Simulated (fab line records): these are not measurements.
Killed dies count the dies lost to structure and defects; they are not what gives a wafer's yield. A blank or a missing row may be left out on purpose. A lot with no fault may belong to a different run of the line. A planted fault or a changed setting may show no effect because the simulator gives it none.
Which of the tools did it? | flow rit cmos | Sampling: 14 lots, 42 wafers, 4 of 202 route steps

## WHAT THE GAUGES READ, wafer by wafer
RIT_NRETRO_TW_MEAS_10. Usual: for NRETRO_TW the level is 1041 and the standard deviation is 5.3.
lot  | measured    | on            | NRETRO_TW      | flag
L567 | day 2 06:14 | film metro-02 | 1053 1046 1048 |
L568 | day 2 10:47 | film metro-01 | 1043 1044 1037 |
L569 | day 2 16:48 | film metro-01 | 1036 1037 1037 |
L571 | day 3 02:13 | film metro-01 | 1044 1052 1045 |
L572 | day 3 10:59 | film metro-03 | 1027 1035 1037 |
L574 | day 3 16:36 | film metro-03 | 1033 1034 1034 |
L577 | day 4 07:52 | film metro-01 | 1033 1044 1041 |
L579 | day 4 17:56 | film metro-03 | 1038 1039 1035 |
L580 | day 4 23:15 | film metro-01 | 1036 1037 1037 |
L584 | day 5 21:32 | film metro-01 | 1048 1042 1040 |
L585 | day 6 01:44 | film metro-03 | 1036 1045 1034 |
L587 | day 6 11:41 | film metro-01 | 1043 1043 1039 |
L589 | day 6 21:00 | film metro-03 | 1043 1039 1034 |
L590 | day 7 03:40 | film metro-02 | 1042 1041 1045 |

RIT_CONTACT_CD_MEAS_90 targets a cd of 1000 nm. Usual: 1000.4 nm for cd nm, sd 2.2.
lot  | measured    | on        | cd nm (nm)           | flag
L567 | day 3 04:29 | cd sem-02 | 1000.6 999.4 999.1   |
L568 | day 3 09:45 | cd sem-02 | 998.7 1000.6 997.6   |
L569 | day 3 17:28 | cd sem-02 | 1001.8 999.5 1000.6  |
L571 | day 4 00:30 | cd sem-02 | 1003.0 1003.5 1002.8 |
L572 | day 4 10:14 | cd sem-01 | 998.8 998.6 998.6    |
L574 | day 4 15:42 | cd sem-02 | 1000.7 996.9 1000.2  |
L577 | day 5 09:10 | cd sem-01 | 999.9 1000.1 999.8   |
L579 | day 5 17:59 | cd sem-01 | 993.7 997.6 998.3    |
L580 | day 6 02:16 | cd sem-01 | 1002.7 1000.0 1001.9 |
L584 | day 6 21:37 | cd sem-02 | 1001.5 998.8 999.9   |
L585 | day 7 01:28 | cd sem-01 | 1004.0 1003.5 1004.5 |
L587 | day 7 12:06 | cd sem-02 | 1002.2 1003.5 999.1  |
L589 | day 7 18:38 | cd sem-01 | 999.4 999.6 996.9    |
L590 | day 8 02:31 | cd sem-01 | 999.7 999.0 998.1    |

## EACH LOT AND THE TOOL THAT RAN IT (in order: tool; ch and the chambers of the sampled wafers; start)
lot  | RIT_ACTIVE_OXIDATION_01      | RIT_PWELL_STRIP_09
L567 | furnace-04 ch 0, day 1 10:07 | plasma asher-04 ch 0,1, day 1 23:04
L568 | furnace-01 ch 0, day 1 15:07 | plasma asher-03 ch 0,1, day 2 03:19
L569 | furnace-01 ch 0, day 1 20:07 | plasma asher-01 ch 0,1, day 2 09:40
L571 | furnace-04 ch 0, day 2 06:07 | plasma asher-04 ch 0,1, day 2 18:35
L572 | furnace-01 ch 0, day 2 11:07 | plasma asher-01 ch 0,1, day 3 03:20
L574 | furnace-01 ch 0, day 2 21:26 | plasma asher-03 ch 0,1, day 3 09:29
L577 | furnace-01 ch 0, day 3 12:07 | plasma asher-04 ch 0,1, day 4 00:28
L579 | furnace-02 ch 0, day 3 22:39 | plasma asher-04 ch 0,1, day 4 10:43
L580 | furnace-04 ch 0, day 4 03:31 | plasma asher-03 ch 1, day 4 16:05
L584 | furnace-02 ch 0, day 4 23:07 | plasma asher-04 ch 0,1, day 5 14:19
L585 | furnace-02 ch 0, day 5 06:04 | plasma asher-03 ch 0,1, day 5 18:43
L587 | furnace-04 ch 0, day 5 14:07 | plasma asher-03 ch 0,1, day 6 04:28
L589 | furnace-04 ch 0, day 6 00:07 | plasma asher-01 ch 0,1, day 6 13:09
L590 | furnace-01 ch 0, day 6 05:07 | plasma asher-04 ch 0,1, day 6 20:14
- RIT_ACTIVE_OXIDATION_01: target thk 46.8 nm, ox time 3209 s.
- RIT_PWELL_STRIP_09: strips in O2, time 180 s.

## AS READ BY THE TOOLS THEMSELVES (means over the sampled wafers that have a number; for cases with no such wafer, the mark the record gives instead)
RIT_PWELL_STRIP_09. Usual: 6.00 A for drypump motor current A, sd 0.29.
lot  | tool            | drypump motor current A (A) | flag
L567 | plasma asher-04 | 6.17                        |
L568 | plasma asher-03 | 5.91                        |
L569 | plasma asher-01 | 5.93                        |
L571 | plasma asher-04 | 6.02                        |
L572 | plasma asher-01 | 6.11                        |
L574 | plasma asher-03 | 5.75                        |
L577 | plasma asher-04 | 6.19                        |
L579 | plasma asher-04 | 6.02                        |
L580 | plasma asher-03 | 6.07                        |
L584 | plasma asher-04 | 6.21                        |
L585 | plasma asher-03 | 5.90                        |
L587 | plasma asher-03 | 5.76                        |
L589 | plasma asher-01 | 5.93                        |
L590 | plasma asher-04 | 6.21                        |

## THE ANSWER, worked out from the rows above alone
Rule: lot off if the mean of its wafers having a number is beyond 3 standard deviations from the usual mean. A lot without any number at a reading at which 4 lots or more have one is off too. The other lots that the step has rows for count as sound. The gauges are gone through in route order, then the tools' own readings, and for those a lot's mean is taken as printed above. The first step at which some lot is off is used, and at that step the reading that is off furthest; a lot without a number counts as furthest.
No lot is off on any of the readings shown, so nothing can be concluded from this.

## WHAT THE SIMULATOR HAD PUT IN
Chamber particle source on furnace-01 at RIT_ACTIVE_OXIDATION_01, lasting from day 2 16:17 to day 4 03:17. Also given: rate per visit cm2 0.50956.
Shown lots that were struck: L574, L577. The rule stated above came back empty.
